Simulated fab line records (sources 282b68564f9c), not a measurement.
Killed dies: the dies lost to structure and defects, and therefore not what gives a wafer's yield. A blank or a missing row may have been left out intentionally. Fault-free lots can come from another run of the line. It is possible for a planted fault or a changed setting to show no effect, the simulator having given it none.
Which of the tools did it? | flow rit cmos | 14 lots with 42 wafers sampled at 2 steps, on a route of 202 steps

== WHAT THE GAUGES READ, wafer by wafer ==
RIT_ACTIVE_THK_MEAS_04.
lot  | measured    | on            | ACTIVE_NITRIDE_THK (nm)
L577 | day 1 18:16 | film metro-02 | 149.7 150.6 150.7
L578 | day 1 21:31 | film metro-04 | 149.3 150.9 148.4
L579 | day 2 00:31 | film metro-03 | 150.7 150.6 151.9
L580 | day 2 04:32 | film metro-02 | 149.1 150.2 150.0
L581 | day 2 11:34 | film metro-02 | 150.1 149.1 150.3
L582 | day 2 14:33 | film metro-04 | 151.2 151.5 150.7
L583 | day 2 19:37 | film metro-03 | 151.9 153.2 151.9
L584 | day 3 01:45 | film metro-02 | 150.3 150.8 150.8
L585 | day 3 10:32 | film metro-04 | 156.1 155.8 156.9
L586 | day 3 10:32 | film metro-02 | 156.5 155.8 155.3
L589 | day 4 02:58 | film metro-03 | 146.6 147.7 148.9
L595 | day 5 07:33 | film metro-02 | 149.4 151.2 149.7
L599 | day 6 04:31 | film metro-04 | 149.0 149.0 150.3
L600 | day 6 08:41 | film metro-02 | 150.5 150.5 151.5

== WHICH TOOL RAN EACH LOT (tool, then ch and the chambers of the sampled wafers, then the start) ==
lot  | RIT_ACTIVE_CVD_03
L577 | lpcvd-01 ch 1, day 1 16:08
L578 | lpcvd-01 ch 0, day 1 19:23
L579 | lpcvd-01 ch 1, day 1 22:23
L580 | lpcvd-01 ch 1, day 2 03:07
L581 | lpcvd-02 ch 0, day 2 10:08
L582 | lpcvd-01 ch 1, day 2 13:08
L583 | lpcvd-01 ch 0, day 2 18:12
L584 | lpcvd-01 ch 0, day 3 00:20
L585 | lpcvd-01 ch 1, day 3 09:07
L586 | lpcvd-01 ch 1, day 3 09:07
L589 | lpcvd-02 ch 1, day 4 01:32
L595 | lpcvd-02 ch 1, day 5 06:07
L599 | lpcvd-01 ch 1, day 6 03:06
L600 | lpcvd-01 ch 1, day 6 07:15
- RIT_ACTIVE_CVD_03: deposits Si3N4 from SiH2Cl2/NH3, target thk 150 nm, time 1500 s.

== AS READ BY THE TOOLS THEMSELVES (means over the sampled wafers that have a number; for cases with no such wafer, the mark the record gives instead) ==
RIT_ACTIVE_CVD_03.
lot  | tool     | spike tc centre C (C)
L577 | lpcvd-01 | 812.5
L578 | lpcvd-01 | 813.3
L579 | lpcvd-01 | 811.8
L580 | lpcvd-01 | 811.0
L581 | lpcvd-02 | 812.7
L582 | lpcvd-01 | 812.5
L583 | lpcvd-01 | 812.3
L584 | lpcvd-01 | 813.1
L585 | lpcvd-01 | 811.9
L586 | lpcvd-01 | 812.3
L589 | lpcvd-02 | 812.9
L595 | lpcvd-02 | 811.6
L599 | lpcvd-01 | 812.3
L600 | lpcvd-01 | 812.1

== THE ANSWER, worked out from the rows above alone ==
Rule: usual is defined by the lots themselves. Put in order of their means at a reading, lots are off if they are a third of the lots or fewer, leave a main group of 4 or more, and stand apart from it by a gap of 3 or more times the standard deviation of the main group's means; of several such gaps the widest counts. If all means in a main group match to the digits the tables above print for the reading, that group is not used. A lot without any number at a reading at which 4 lots or more have one is off too. Where the step has rows for the other lots, those lots are counted as sound. Order of review: gauges by route order, followed by the tools' own readings, for which a lot's mean as printed above is used. At the first step where some lot is off, the reading lying furthest off is the one used; lots without a number count as furthest.
Off: at RIT_ACTIVE_THK_MEAS_04 (ACTIVE_NITRIDE_THK), L585, L586. The main group has a mean of 150.2 nm with a standard deviation of 1.1.
A tool fits if, at a process step before that reading, it ran every lot that is off, and no sound lot after the first of them. Those tools and the gauges at RIT_ACTIVE_THK_MEAS_04 are tried in the same way. Not one of the candidates tried fits.

== WHAT WAS PUT IN BY THE SIMULATOR ==
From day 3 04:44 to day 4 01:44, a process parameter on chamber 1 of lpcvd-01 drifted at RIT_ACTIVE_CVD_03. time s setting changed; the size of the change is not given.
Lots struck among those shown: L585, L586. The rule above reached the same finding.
